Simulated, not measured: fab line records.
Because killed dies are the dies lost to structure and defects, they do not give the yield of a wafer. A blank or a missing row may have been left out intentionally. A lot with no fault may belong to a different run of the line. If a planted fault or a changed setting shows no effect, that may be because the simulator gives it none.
Check for tools in common / flow rit cmos / Sample size 15 lots and 54 wafers

== WHY THIS WAS OPENED ==
Of 15 lots, 3 have the reading ACTIVE_OXIDE_THK flagged at RIT_ACTIVE_THK_MEAS_02. Wafers without a fault read 48.1 nm, standard deviation 0.74.
Rule: a lot gets a flag if all its wafers with a number sit over 4 standard deviations from that mean, or if no wafer of it has a number. All remaining lots are regarded as sound.

lot=L785; measured=day 1 14:06; on=film metro-01; ACTIVE_OXIDE_THK (nm), wafer by wafer=47.5 47.5 48.0; flag=
lot=L788; measured=day 2 03:04; on=film metro-01; ACTIVE_OXIDE_THK (nm), wafer by wafer=49.0 48.4 48.5; flag=
lot=L789; measured=day 2 09:38; on=film metro-02; ACTIVE_OXIDE_THK (nm), wafer by wafer=48.5 48.2 48.4; flag=
lot=L790; measured=day 2 13:04; on=film metro-01; ACTIVE_OXIDE_THK (nm), wafer by wafer=48.1 47.9 47.6; flag=
lot=L791; measured=day 2 18:11; on=film metro-04; ACTIVE_OXIDE_THK (nm), wafer by wafer=49.5 48.9 49.1; flag=
lot=L792; measured=day 2 23:04; on=film metro-02; ACTIVE_OXIDE_THK (nm), wafer by wafer=47.9 48.6 48.6; flag=
lot=L793; measured=day 3 04:46; on=film metro-01; ACTIVE_OXIDE_THK (nm), wafer by wafer=47.8 47.9 48.1; flag=
lot=L794; measured=day 3 09:04; on=film metro-01; ACTIVE_OXIDE_THK (nm), wafer by wafer=48.1 48.8 48.3; flag=
lot=L795; measured=day 3 14:04; on=film metro-04; ACTIVE_OXIDE_THK (nm), wafer by wafer=49.0 49.2 48.2; flag=
lot=L796; measured=day 3 22:16; on=film metro-01; ACTIVE_OXIDE_THK (nm), wafer by wafer=76.5 75.4 76.8 76.4 75.5 76.8; flag=FLAGGED
lot=L797; measured=day 4 03:22; on=film metro-04; ACTIVE_OXIDE_THK (nm), wafer by wafer=77.8 77.2 78.4 77.8 77.2 78.4; flag=FLAGGED
lot=L800; measured=day 4 15:05; on=film metro-04; ACTIVE_OXIDE_THK (nm), wafer by wafer=47.5 48.4 47.6; flag=
lot=L801; measured=day 4 21:10; on=film metro-01; ACTIVE_OXIDE_THK (nm), wafer by wafer=47.9 48.0 48.1; flag=
lot=L802; measured=day 5 02:26; on=film metro-02; ACTIVE_OXIDE_THK (nm), wafer by wafer=47.7 49.2 48.1; flag=
lot=L805; measured=day 5 18:14; on=film metro-02; ACTIVE_OXIDE_THK (nm), wafer by wafer=77.1 76.3 78.0 77.2 76.3 78.0; flag=FLAGGED
On average the flagged lots' numbers are 77.1 nm, which is +29.0 nm against the usual, or +39 standard deviations.

== TOOL THAT RAN EACH LOT ==
The record holds 1 process step before the reading, out of a route of 202 steps. In each cell: the tool, then ch and the chambers that the sampled wafers went through, then the start.
lot=L785; flag=; RIT_ACTIVE_OXIDATION_01=furnace-01 ch 0, day 1 12:08
lot=L788; flag=; RIT_ACTIVE_OXIDATION_01=furnace-03 ch 0, day 2 01:07
lot=L789; flag=; RIT_ACTIVE_OXIDATION_01=furnace-04 ch 0, day 2 07:41
lot=L790; flag=; RIT_ACTIVE_OXIDATION_01=furnace-01 ch 0, day 2 11:07
lot=L791; flag=; RIT_ACTIVE_OXIDATION_01=furnace-04 ch 0, day 2 16:13
lot=L792; flag=; RIT_ACTIVE_OXIDATION_01=furnace-04 ch 0, day 2 21:07
lot=L793; flag=; RIT_ACTIVE_OXIDATION_01=furnace-03 ch 0, day 3 02:50
lot=L794; flag=; RIT_ACTIVE_OXIDATION_01=furnace-04 ch 0, day 3 07:07
lot=L795; flag=; RIT_ACTIVE_OXIDATION_01=furnace-04 ch 0, day 3 12:07
lot=L796; flag=FLAGGED; RIT_ACTIVE_OXIDATION_01=furnace-03 ch 0, day 3 17:07 and furnace-04 ch 0, day 3 20:20
lot=L797; flag=FLAGGED; RIT_ACTIVE_OXIDATION_01=furnace-01 ch 0, day 3 23:11
lot=L800; flag=; RIT_ACTIVE_OXIDATION_01=furnace-03 ch 0, day 4 13:10
lot=L801; flag=; RIT_ACTIVE_OXIDATION_01=furnace-01 ch 0, day 4 19:13
lot=L802; flag=; RIT_ACTIVE_OXIDATION_01=furnace-04 ch 0, day 5 00:29
lot=L805; flag=FLAGGED; RIT_ACTIVE_OXIDATION_01=furnace-03 ch 0, day 5 14:07
What the steps here do:
- RIT_ACTIVE_OXIDATION_01: target thk 46.8 nm, ox time 3480 s.
- RIT_ACTIVE_THK_MEAS_02

== FLAGGED OVER TOTAL, TOOL BY TOOL (the gauges that took the reading come last) ==
step=RIT_ACTIVE_OXIDATION_01; tool=furnace-01; lots run=4; flagged=1; share of the flagged lots=some; sound lots run after its first flagged lot=1 (L801)
step=RIT_ACTIVE_OXIDATION_01; tool=furnace-03; lots run=5; flagged=2; share of the flagged lots=some; sound lots run after its first flagged lot=1 (L800)
step=RIT_ACTIVE_OXIDATION_01; tool=furnace-04; lots run=7; flagged=1; share of the flagged lots=some; sound lots run after its first flagged lot=1 (L802)
step=RIT_ACTIVE_THK_MEAS_02; tool=film metro-01; lots run=7; flagged=1; share of the flagged lots=some; sound lots run after its first flagged lot=1 (L801)
step=RIT_ACTIVE_THK_MEAS_02; tool=film metro-02; lots run=4; flagged=1; share of the flagged lots=some; sound lots run after its first flagged lot=0
step=RIT_ACTIVE_THK_MEAS_02; tool=film metro-04; lots run=4; flagged=1; share of the flagged lots=some; sound lots run after its first flagged lot=1 (L800)

== WHAT THE TABLE ALLOWS ==
No row of the table ran every flagged lot.

== WHAT THE SIMULATOR HAD INSERTED ==
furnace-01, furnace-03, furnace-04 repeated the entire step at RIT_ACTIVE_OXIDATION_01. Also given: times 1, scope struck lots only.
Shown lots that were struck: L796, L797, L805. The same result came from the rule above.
